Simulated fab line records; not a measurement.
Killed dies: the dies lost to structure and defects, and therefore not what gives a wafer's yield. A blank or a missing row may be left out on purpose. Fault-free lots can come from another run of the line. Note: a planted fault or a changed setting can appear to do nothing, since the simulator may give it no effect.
What tool caused it? -- flow berkeley_cmos170 -- 7 lots (21 wafers sampled), 1 step of a 331-step route

== WHAT THE GAUGES READ, wafer by wafer ==
UCB170_SDANNEAL_RS_MEAS_03: measures by four-point-probe.
lot,measured,on,NSD_RS (ohm/sq)
L451,day 6 15:45,film_metro-04,37.22 37.18 37.16
L456,day 7 13:46,film_metro-03,37.17 37.24 37.21
L459,day 8 07:01,film_metro-01,37.17 37.27 37.20
L461,day 8 22:03,film_metro-04,37.41 37.35 37.32
L465,day 10 00:23,film_metro-01,37.20 37.20 37.15
L469,day 10 11:19,film_metro-03,37.00 37.10 37.04
L473,day 11 22:31,film_metro-03,37.25 37.17 37.17

== WHICH TOOL RAN EACH LOT (tool, then ch and the chambers of the sampled wafers, then the start) ==
Before these readings, the record contains no process step.

== THE ANSWER, worked out from the rows above alone ==
Rule: the lots themselves supply what counts as usual. The widest of any qualifying gaps counts: lots, ordered by their means at a reading, are off when they make up no more than a third of the lots, leave a main group of 4 or more, and stand apart from it by 3 or more times the standard deviation of that group's means. The tables above print the reading to a certain number of digits; a main group whose means all agree to those digits is not used. Also off: a lot with no number at a reading for which 4 or more lots have one. All remaining lots with rows at the step are treated as sound.
Nothing can be told from this: no lot is off at any reading shown.

== WHAT THE SIMULATOR HAD INSERTED ==
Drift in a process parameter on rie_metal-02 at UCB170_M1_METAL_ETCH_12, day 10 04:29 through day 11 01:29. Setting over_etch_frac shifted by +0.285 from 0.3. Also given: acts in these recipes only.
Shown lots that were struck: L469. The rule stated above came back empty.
